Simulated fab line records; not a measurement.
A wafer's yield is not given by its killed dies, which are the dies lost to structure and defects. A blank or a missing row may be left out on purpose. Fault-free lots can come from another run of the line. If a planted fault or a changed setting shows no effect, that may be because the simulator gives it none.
8D (eight disciplines) problem report, filled in by code | flow rit_cmos | the parts of the form that need people (team, actions taken, sign-off) are left out

1. THE PROBLEM
Mean CONTACT_TEOS_THK at RIT_CONTACT_THK_MEAS_01: 320 nm over 2 wafers in 2 lots; fault-free wafers: 400 nm, standard deviation 5.9. That is -14 standard deviations from the usual mean.
First seen on wafer L718.3, day 6 09:41, on film_metro-04. At this step, 42 wafers from 14 lots have a number in the record. The rule behind "out" and "out of limits": a value lying over 4 standard deviations away from the usual mean. The other wafers with a number count as sound.

2. WHAT IT IS, WHAT IT ISN'T
question                    | is                           | is not
which readings at this step | CONTACT_TEOS_THK             | -
which lots                  | L718, L721                   | L703, L704, L705, L706, L707, L708, L709, L710, L711, L722, L723, L725
which wafers of those lots  | L718.3, L721.1               | L718.2, L718.6, L721.2, L721.4
read on which gauges        | film_metro-01, film_metro-04 | film_metro-02
when                        | from day 6 09:41             | up to then (29 sound wafers); but 11 sound wafers of L721, L722, L723, L725 came after

3. THE SUSPECTS, EACH WITH WHAT RULES IT OUT
Counting: a tool at a process step up to the reading stays a suspect if it ran every lot that is out. Sound lots after the first of them don't rule it out here, since some wafers of a struck lot are sound.
- the gauge at RIT_CONTACT_THK_MEAS_01: ruled out. Those wafers that are out were read across 2 gauges (film_metro-01, film_metro-04).
- pecvd-03 at RIT_CONTACT_CVD_00 (deposits SiO2 from TEOS, target thk 400 nm, time 61 s): kept. Ran every lot that is out, first one L718 (day 6 09:38); last sound lot up to then L709 (day 4 20:18).
- At RIT_CONTACT_CVD_00, inside pecvd-03: chamber 0 took the wafers that are out, while their sound lot-mates went through chambers 1, 2.
Left after counting: pecvd-03 at RIT_CONTACT_CVD_00.

4. THE CAUSE (what the simulator had put in)
pecvd-03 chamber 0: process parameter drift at RIT_CONTACT_CVD_00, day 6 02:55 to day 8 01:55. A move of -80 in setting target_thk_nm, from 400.
Counting left only this tool.

5. SEQUENCE OF EFFECTS, ordered by route
Each row: a reading where the mean over the struck wafers with a number is more than 3 standard deviations away from the usual. Only readings for which the record gives a usual standard deviation are gone through. hours: the time from each lot's start at the first step in this table that gives one to its start at this step, as a median over the lots. sigmas: the change in usual standard deviations.
hours | step                    | reading          | usual  | on struck wafers | change | sigmas
0     | RIT_CONTACT_THK_MEAS_01 | CONTACT_TEOS_THK | 400 nm | 320              | -80    | -14

6. HOW IT WOULD HAVE BEEN CAUGHT EARLIER
7 hours passed between the start of the fault at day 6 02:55 and the first reading out of limits at a measuring or inspecting step in this record, taken at day 6 09:41.
No tool reading at RIT_CONTACT_CVD_00 that has a usual standard deviation in the record was out on any struck wafer, so an alarm limit of 4 standard deviations on those readings would not have fired.
Lots out: 2; of these, L721 started RIT_CONTACT_CVD_00 on pecvd-03 after day 6 09:41. A tool hold placed at that time would have kept it from harm.
